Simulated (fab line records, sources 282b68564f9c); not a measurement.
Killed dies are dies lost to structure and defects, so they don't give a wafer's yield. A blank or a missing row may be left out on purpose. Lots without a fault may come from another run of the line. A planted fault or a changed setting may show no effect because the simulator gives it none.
A struck lot beside a sound one | flow rit_cmos | 3 steps out of a route of 202
Sound: wafers L402.3, L402.5, L402.6. Struck: wafers L391.3, L391.4, L391.5. The cause comes at the end.
At each step with rows: each side's tool, then ch and its chambers, then its first start. Under that, the readings that differ: sound wafers | struck wafers | difference of the means | sigmas: that difference in standard deviations of wafers without a fault.
alike: readings whose means differ by less than 2 such deviations, and words and numbers that are the same on both sides. not compared: withheld readings, readings that some wafer has no value for, bounds like >300 that may hide the same value, and numbers for which the record gives no deviation and whose values overlap.
The two part at a step that has a row with sigmas, a row that says differs or no value, or rows on one side only. Numbers that don't overlap but have no deviation are shown without sigmas and don't part them. A reading that every wafer of one side lacks parts them only if that side has two wafers or more.

RIT_ACTIVE_BOW_MEAS_00:
  sound on film_metro-04, day 5 04:02; struck on film_metro-04, day 2 21:02
  alike: INCOMING_BOW
RIT_ACTIVE_OXIDATION_01: target thk 46.8 nm, ox time 3360 s.
  sound on furnace-01 ch 0, day 5 04:35; struck on furnace-03, day 2 22:04
  no value came back on the struck wafers for ox_temp_c (C), ox_temp_c_max, ox_time_s (s), spike_tc_centre_C (C); on the sound wafers ox_temp_c (C) reads 1006.7 1007.2 1006.9
then, 1 step without rows for these wafers: RIT_ACTIVE_CVD_03 (deposits Si3N4 from SiH2Cl2/NH3, target thk 150 nm, time 1500 s).

WHERE THEY PART
Only at RIT_ACTIVE_OXIDATION_01, within this record.

WHY: what the simulator had put in
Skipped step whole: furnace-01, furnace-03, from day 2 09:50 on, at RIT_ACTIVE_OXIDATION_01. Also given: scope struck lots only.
